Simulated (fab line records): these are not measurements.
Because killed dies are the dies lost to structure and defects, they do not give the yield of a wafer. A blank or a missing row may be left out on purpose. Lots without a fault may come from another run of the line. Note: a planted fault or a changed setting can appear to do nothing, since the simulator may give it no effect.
Chamber matching :: flow berkeley_cmos170 :: cmp-01 running UCB170_V2_CMP_02: 4 sister chambers
The step polishes SiO2. 8 wafers are shown with their chamber, then 7 later ones without.

WAFERS WITH THEIR CHAMBER
wafer: L607.4
chamber: 2
motor_current_A (A): 15.3
slurry_flow_ml_min: 150.1

wafer: L614.1
chamber: 3
motor_current_A (A): 17.6
slurry_flow_ml_min: 150.0

wafer: L614.6
chamber: 3
motor_current_A (A): 16.5
slurry_flow_ml_min: 149.8

wafer: L616.1
chamber: 1
motor_current_A (A): 19.2
slurry_flow_ml_min: 150.1

wafer: L616.2
chamber: 0
motor_current_A (A): 14.5
slurry_flow_ml_min: 149.9

wafer: L616.5
chamber: 1
motor_current_A (A): 18.8
slurry_flow_ml_min: 150.2

wafer: L618.1
chamber: 0
motor_current_A (A): 13.9
slurry_flow_ml_min: 149.7

wafer: L618.4
chamber: 2
motor_current_A (A): 14.8
slurry_flow_ml_min: 149.2

WAFERS WITHOUT THEIR CHAMBER
wafer: L618.6
motor_current_A (A): 16.4
slurry_flow_ml_min: 149.8

wafer: L621.1
motor_current_A (A): 17.9
slurry_flow_ml_min: 150.1

wafer: L621.3
motor_current_A (A): 14.1
slurry_flow_ml_min: 149.7

wafer: L621.6
motor_current_A (A): 19.1
slurry_flow_ml_min: 150.2

wafer: L623.1
motor_current_A (A): 15.0
slurry_flow_ml_min: 149.3

wafer: L623.2
motor_current_A (A): 14.3
slurry_flow_ml_min: 150.0

wafer: L623.5
motor_current_A (A): 17.6
slurry_flow_ml_min: 149.4

CHAMBER TAKEN BY EACH
wafer: L618.6
from the rows above: can't be placed: 3 or 2
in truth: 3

wafer: L621.1
from the rows above: can't be placed: 3 or 1
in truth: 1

wafer: L621.3
from the rows above: can't be placed: 0 or 2
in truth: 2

wafer: L621.6
from the rows above: 1
in truth: 1

wafer: L623.1
from the rows above: can't be placed: 2 or 0
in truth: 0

wafer: L623.2
from the rows above: can't be placed: 0 or 2
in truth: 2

wafer: L623.5
from the rows above: can't be placed: 3 or 1
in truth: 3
Correct placement for 1 of the 7. From these rows, 6 cannot be placed; in 6 the true chamber is one of the candidates. Placed wrongly: 0.
How it was worked out, from the rows above alone: a wafer's distance from a chamber is the root of the sum, over the readings, of the square of ((its reading less the chamber's mean) divided by the reading's scatter). If the next closest chamber is less than 2 further off than the closest, the wafer can't be placed; otherwise it belongs to the closest. A chamber's mean is the mean of its shown wafers. How the scatter is found: for the shown wafers, subtract from each reading the mean of its chamber, square and add these, divide the total by (wafers less chambers), then take the root.
